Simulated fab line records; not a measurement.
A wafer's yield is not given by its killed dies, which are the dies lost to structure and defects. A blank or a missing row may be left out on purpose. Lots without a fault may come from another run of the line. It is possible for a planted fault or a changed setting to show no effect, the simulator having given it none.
Struck lot and sound lot, side by side | flow berkeley cmos170 | 19 out of 331 route steps
Sound: these wafers, L769.2, L769.3, L769.4. Struck: wafers L759.2, L759.3, L759.6. The cause is named last.
For every step that has rows: the tool of each side, followed by ch and its chambers, followed by its first start. Under that, the readings that differ: sound wafers | struck wafers | difference of the means | sigmas: that difference in standard deviations of wafers without a fault.
alike: readings with means less than 2 such deviations apart, plus words and numbers identical on both sides. not compared: withheld readings, readings lacking a value on some wafer, bounds such as >300 that could conceal the same value, and numbers that have no deviation in the record and whose values overlap.
A row with sigmas, a row that says differs or no value, or rows on one side alone: a step with any of these is where the two part. Non-overlapping numbers with no deviation appear without sigmas and do not part them. Lack of a reading on every wafer of one side parts them only where that side has two or more wafers.

UCB170_M1_CD_MEAS_90 targets a cd of 700 nm.
  sound on cd sem-01 at day 10 21:32; struck on cd sem-01 at day 9 07:14
  alike: cd nm
then, 1 step without rows for these wafers: UCB170_M1_ANNEAL_14 (time 1200 s).
UCB170_V1_CVD_00: deposits SiO2 from TEOS/O2, target thk 2000 nm, time 250 s.
  sound on pecvd-04 ch 1,2, day 10 23:59; struck on pecvd-02 ch 0,1,2, day 9 12:13
  alike: heater power w
UCB170_V1_THK_MEAS_01:
  sound on film metro-04 at day 11 00:09; struck on film metro-02 at day 9 12:23
  reading          | sound          | struck         | difference | sigmas
  V1_TEOS_THK (nm) | 2033 2042 2050 | 1991 1970 1974 | -63        | -2
UCB170_V1_CMP_02: polishes SiO2.
  sound on cmp-02 ch 0,1,2, day 11 00:12; struck on cmp-01 ch 0,1,2, day 9 12:29
  alike: motor current A
UCB170_V1_BOW_MEAS_03:
  sound on film metro-04 at day 11 00:31; struck on film metro-03 at day 9 12:45
  alike: V1_BOW
UCB170_V1_THK_MEAS_04:
  sound on film metro-04 at day 11 00:38; struck on film metro-03 at day 9 12:52
  alike: V1_POLISHED_THK
then, 5 steps without rows for these wafers: UCB170_V1_CLEAN_05 (cleans in DIW); UCB170_V1_HMDS_06 (prime time 60 s); UCB170_V1_COAT_07 (resist thk 900 nm); UCB170_V1_SOFTBAKE_08 (time 60 s); UCB170_V1_EXPOSE_09 (exposes mask VIA1, target cd 700 nm).
UCB170_V1_PEB_10:
  sound on litho track-03 ch 0, day 11 01:50; struck on litho track-02 ch 0, day 9 14:05
  reading                  | sound                | struck               | difference | sigmas
  heater power total W (W) | 56.77 56.75 56.76    | 60.12 60.09 60.05    | +3.33      | +85
  plate temp C (C)         | 130.02 130.13 130.19 | 135.70 135.46 135.71 | +5.51      | +46
then, 1 step without rows for these wafers: UCB170_V1_DEVELOP_11 (develop time 45 s).
UCB170_V1_CD_MEAS_12 targets a cd of 700 nm.
  sound on cd sem-01 at day 11 02:06; struck on cd sem-01 at day 9 14:22
  reading    | sound             | struck            | difference | sigmas
  cd nm (nm) | 702.3 701.8 701.4 | 730.9 730.3 730.4 | +28.7      | +18
UCB170_V1_OVL_MEAS_13:
  sound on overlay-02 at day 11 02:13; struck on overlay-02 at day 9 14:28
  alike: V1_OVL
UCB170_V1_ETCH_14: etches SiO2 in CHF3/CF4/Ar, stops on Al, target depth 1250 nm, time 291 s.
  sound on rie diel-03 ch 1,2,3, day 11 02:14; struck on rie diel-03 ch 0,1, day 9 14:30
  reading             | sound           | struck            | difference | sigmas
  model.V1.cd nm (nm) | 702.3 700.8 703 | 731.6 731.4 731.7 | +29.5      |
  alike: drypump motor current A, mfc ar sccm, oes product au, throttle valve pct
  not compared: rf hours counter h
UCB170_V1_STRIP_15: strips in O2.
  sound on plasma asher-01 ch 0,1, day 11 02:25; struck on plasma asher-01 ch 0,1, day 9 14:41
  alike: drypump motor current A, oes product au, strip time to endpoint s
  not compared: rf hours counter h
UCB170_M3_PROBE_99:
  only the struck wafers here have rows in the record (prober-01, day 9 23:22); the sound ones have none

== WHERE THEY PART ==
Last at UCB170_M3_PROBE_99 as far as this record goes, first at UCB170_V1_THK_MEAS_01.

WHY: whatever the simulator had introduced
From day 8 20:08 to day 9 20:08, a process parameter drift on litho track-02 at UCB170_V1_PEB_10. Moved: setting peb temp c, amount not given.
